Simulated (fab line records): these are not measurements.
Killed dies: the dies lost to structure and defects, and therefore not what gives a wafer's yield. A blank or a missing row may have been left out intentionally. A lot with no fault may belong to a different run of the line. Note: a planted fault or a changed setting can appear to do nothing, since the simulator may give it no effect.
Which of the tools did it?	flow berkeley-cmos170	7 lots with 21 wafers sampled at 4 steps, on a route of 331 steps

WHAT EACH GAUGE READ, for each wafer
UCB170_PVT_TW_MEAS_09.
lot	measured	on	PVT_TW
L462	day 5 18:17	film-metro-04	509 510 508
L465	day 6 10:23	film-metro-04	504 506 507
L467	day 6 18:11	film-metro-03	508 508 509
L469	day 7 10:58	film-metro-03	512 509 515
L472	day 8 03:33	film-metro-04	506 505 507
L477	day 8 15:04	film-metro-04	628 622 624
L483	day 10 09:21	film-metro-03	510 511 510

WHAT TOOL EACH LOT RAN ON (gives the tool, then ch and the chambers of the sampled wafers, and finally the start)
lot	UCB170_ACTIVE_ETCH_15	UCB170_PFIELD_STRIP_08	UCB170_PVT_IMPLANT_07
L462	rie-diel-01 ch 0,2, day 4 12:25	plasma-asher-02 ch 0,1, day 4 14:17	implanter-02 ch 0, day 5 18:02
L465	rie-diel-01 ch 0,3, day 5 01:16	plasma-asher-02 ch 0,1, day 5 02:53	implanter-02 ch 0, day 6 10:08
L467	rie-diel-02 ch 0,1,2, day 5 06:53	plasma-asher-03 ch 0,1, day 5 09:06	implanter-01 ch 0, day 6 17:56
L469	rie-diel-03 ch 0,1, day 5 13:05	plasma-asher-01 ch 0,1, day 5 15:44	implanter-02 ch 0, day 7 10:44
L472	rie-diel-01 ch 0,1, day 6 13:16	plasma-asher-03 ch 0,1, day 6 15:55	implanter-01 ch 0, day 8 03:18
L477	rie-diel-03 ch 0,1,2, day 7 07:06	plasma-asher-01 ch 0,1, day 7 10:06	implanter-02 ch 0, day 8 14:13
L483	rie-diel-03 ch 2,3, day 9 04:25	plasma-asher-01 ch 0,1, day 9 06:59	implanter-04 ch 0, day 10 09:07
- UCB170_ACTIVE_ETCH_15: etches Si3N4 in CH3F/Ar/O2, stops on SiO2, target depth 242 nm, time 151 s.
- UCB170_PFIELD_STRIP_08: strips in O2.
- UCB170_PVT_IMPLANT_07

THE ANSWER, worked out from the rows above alone
Rule: the usual values come from the lots themselves. Put in order of their means at a reading, lots are off if they are a third of the lots or fewer, leave a main group of 4 or more, and stand apart from it by a gap of 3 or more times the standard deviation of the main group's means; of several such gaps the widest counts. A main group whose means are all the same, to the digits that the tables above print for the reading, isn't used. A lot without any number at a reading at which 4 lots or more have one is off too. Any other lot the step has rows for is counted as sound.
Off: at UCB170_PVT_TW_MEAS_09 (PVT_TW), L477. The main group has a mean of 509 with a standard deviation of 2.2.
If a tool, at a process step before that reading, ran all the lots that are off and no sound lot after the first of them, it fits. Those tools and the gauges at UCB170_PVT_TW_MEAS_09 are tried in the same way. Can't be told from this: 2 tools fit, implanter-02 at UCB170_PVT_IMPLANT_07, film-metro-04 at UCB170_PVT_TW_MEAS_09.

WHAT WAS PUT IN BY THE SIMULATOR
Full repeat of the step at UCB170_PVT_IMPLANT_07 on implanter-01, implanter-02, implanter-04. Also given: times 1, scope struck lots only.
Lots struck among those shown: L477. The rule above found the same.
